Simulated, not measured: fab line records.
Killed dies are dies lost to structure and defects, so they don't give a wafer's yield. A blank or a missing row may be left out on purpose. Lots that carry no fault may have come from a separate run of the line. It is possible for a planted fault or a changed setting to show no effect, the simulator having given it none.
Lot-split experiment | flow berkeley_cmos170 | on a route of 331 steps: 5 lots, 23 wafers read

== SPLIT DETAILS ==
At UCB170_M3_COAT_05 (resist thk 900 nm), the setting spin_rpm was moved away from the recipe's 1500 rpm on 7 of the 23 wafers read, by -4.6% to +7.2%. This setting was run at the recipe's value on the other wafers.

The reading is taken at the split's own step.

== THE READING ==
KrF_of_M3_COAT_05.thk_nm (the simulator's own value, which no gauge read), in nm, at UCB170_M3_COAT_05 (resist thk 900 nm). The file gives no usual value for it. Average 899.8 nm, standard deviation 1.7 nm, over the 16 wafers here run with the recipe.

wafer  | tool, chamber at the split | spin_rpm as run, rpm | against the recipe | KrF_of_M3_COAT_05.thk_nm, nm | against lot-mates on the recipe
L074.1 | litho_track-01, 0          | 1547                 | +3.1%              | 885.8                        | -14.7
L074.2 | litho_track-01, 0          | 1500                 | recipe             | 899.5                        | -
L074.4 | litho_track-01, 0          | 1500                 | recipe             | 900.6                        | -
L074.5 | litho_track-01, 0          | 1500                 | recipe             | 901.5                        | -
L074.6 | litho_track-01, 0          | 1547                 | +3.1%              | 888.8                        | -11.7
L075.1 | litho_track-02, 0          | 1500                 | recipe             | 897.5                        | -
L075.2 | litho_track-02, 0          | 1431                 | -4.6%              | 916.3                        | +18.8
L075.4 | litho_track-02, 0          | 1500                 | recipe             | 895.6                        | -
L075.5 | litho_track-02, 0          | 1500                 | recipe             | 899.4                        | -
L075.6 | litho_track-02, 0          | 1431                 | -4.6%              | 920.3                        | +22.8
L079.2 | litho_track-04, 0          | 1500                 | recipe             | 901.2                        | -
L079.4 | litho_track-04, 0          | 1500                 | recipe             | 900.3                        | -
L079.5 | litho_track-04, 0          | 1500                 | recipe             | 902.2                        | -
L078.1 | litho_track-02, 0          | 1500                 | recipe             | 900.3                        | -
L078.3 | litho_track-02, 0          | 1500                 | recipe             | 897.5                        | -
L078.4 | litho_track-02, 0          | 1500                 | recipe             | 901                          | -
L078.5 | litho_track-02, 0          | 1500                 | recipe             | 899.1                        | -
L078.6 | litho_track-02, 0          | 1500                 | recipe             | 899.1                        | -
L083.2 | litho_track-04, 0          | 1608                 | +7.2%              | 868.4                        | -32.2
L083.3 | litho_track-04, 0          | 1500                 | recipe             | 899.3                        | -
L083.4 | litho_track-04, 0          | 1500                 | recipe             | 901.9                        | -
L083.5 | litho_track-04, 0          | 1608                 | +7.2%              | 867.6                        | -33.0
L083.6 | litho_track-04, 0          | 1608                 | +7.2%              | 868.6                        | -32.0

FIT RESULTS
A straight line over all 23 wafers: KrF_of_M3_COAT_05.thk_nm changes by -4.27 nm for each +1% of spin_rpm; r = -0.99; the points scatter about the line by 1.8 nm.
The same after taking each lot's own level away (the mean of its wafers on the recipe; 23 wafers): -4.49 nm for each +1%; r = -1.00; scatter 1.3 nm.
The reading moves by 32 nm for the largest change in spin_rpm, on that fit.
The lots' own levels span 897.50 to 901.23 nm, that is 2.2 times the standard deviation above.
Consequently the slope shifts little with the lot-to-lot level, the two slopes agreeing.
Check: with one of the wafers moved furthest among these (+7.2%) left out of the fit, the line predicts -32.2 nm for it against its lot-mates. It came out at -32.2 nm against them.

== THE WHOLE CHAIN: every reading that the file lists as answering this split, in the file's order ==
step               | what it does      | reading                                                                   | change (the file's fit)              | r (the file's)
UCB170_M3_COAT_05  | resist thk 900 nm | KrF_of_M3_COAT_05.thk_nm (the simulator's own value, which no gauge read) | -4.47 nm for each +1% of the setting | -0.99
UCB170_M3_STRIP_07 | strips in O2      | strip_time_to_endpoint_s                                                  | withheld for each +1% of the setting | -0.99

== THE FILE'S OWN FIT ==
KrF_of_M3_COAT_05.thk_nm changes by -4.47 nm for each +1% of spin_rpm, r = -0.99.
